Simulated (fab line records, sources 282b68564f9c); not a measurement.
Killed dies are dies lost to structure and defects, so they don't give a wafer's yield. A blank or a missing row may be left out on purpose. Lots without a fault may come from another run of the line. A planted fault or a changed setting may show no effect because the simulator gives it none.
One fault seen from 2 desks | flow rit_cmos | each desk has only its own numbers; what lay behind them comes last

THE METROLOGY DESK
What the gauges read, lot by lot, whatever tool the lot ran on: means of the sampled wafers that have a number. A lot is out of limits, marked OUT, if its mean lies more than 4 standard deviations from the usual mean; the brackets give that distance.
Columns: A = GATE_OXIDE_THK at RIT_GATE_THK_MEAS_07, usual 3.02 nm; B = GATE_POLY_THK at RIT_GATE_THK_MEAS_09, usual 250.6 nm; C = cd_nm at RIT_GATE_CD_MEAS_16, usual 149.6 nm; D = GATE_OVL at RIT_GATE_OVL_MEAS_17, usual 0.1 nm
lot  | first seen here | A    | B     | C     | D
L487 | day 2 10:41     | 3.07 | 250.7 | 150.4 | -0.2
L495 | day 4 06:57     | 3.10 | 248.4 | 146.9 | 0.1
L497 | day 4 15:28     | 3.01 | 251.2 | 148.8 | -2.6
L498 | day 4 17:47     | 3.07 | 251.6 | 148.1 | -0.3
L504 | day 6 01:17     | 3.09 | 249.4 | 148.9 | 0.1
L510 | day 7 09:20     | 3.02 | 249.5 | 150.3 | 0.7
This desk's finding: nothing out of limits on any of the 6 lots.

THE TOOL OWNER'S DESK: rie_si-01
The tool's own readings at RIT_GATE_ETCH_19 (etches poly-Si in SF6/CHF3/O2, stops on SiO2, time 165 s, target depth 312.5 nm): means of the sampled wafers that have a number, for each lot that ran on this tool. A lot is out of limits, marked OUT, if its mean lies more than 4 standard deviations from the usual mean; the brackets give that distance.
Columns: A = chamber_pressure_mTorr at RIT_GATE_ETCH_19, usual 40.00 mTorr; B = drypump_motor_current_A at RIT_GATE_ETCH_19, usual 5.5 A; C = oes_product_au at RIT_GATE_ETCH_19, usual 0.850 a.u.; D = rf_fwd_power_W at RIT_GATE_ETCH_19, usual 159.5 W; E = throttle_valve_pct at RIT_GATE_ETCH_19, usual 10.22 %
lot  | first seen here | A     | B   | C     | D               | E
L487 | day 2 13:43     | 40.00 | 4.8 | 0.853 | 159.3           | 10.08
L495 | day 4 09:58     | 39.98 | 5.6 | 0.852 | 167.9 (+18) OUT | 10.26
L497 | day 4 19:40     | 39.99 | 5.6 | 0.856 | 167.8 (+18) OUT | 10.27
This desk's finding: out of limits on L495, L497; first on L495, day 4 09:58 (rf_fwd_power_W at RIT_GATE_ETCH_19). In limits: L487.

PUT TOGETHER
The tool owner's desk could have raised an alarm at day 4 09:58, on L495, L497.
The metrology desk saw nothing out of limits.
The metrology desk has L495, L497 on record, within its limits.
Of the lots named, all ran RIT_GATE_ETCH_19 on rie_si-01.

WHAT THE SIMULATOR HAD PUT IN
Process parameter drift: rie_si-01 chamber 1, from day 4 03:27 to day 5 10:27, at RIT_GATE_ETCH_19. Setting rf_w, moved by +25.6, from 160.
Lots struck among those shown: L495, L497.
Hours from the fault's start to each desk's first reading out of limits: the tool owner's desk, 7.
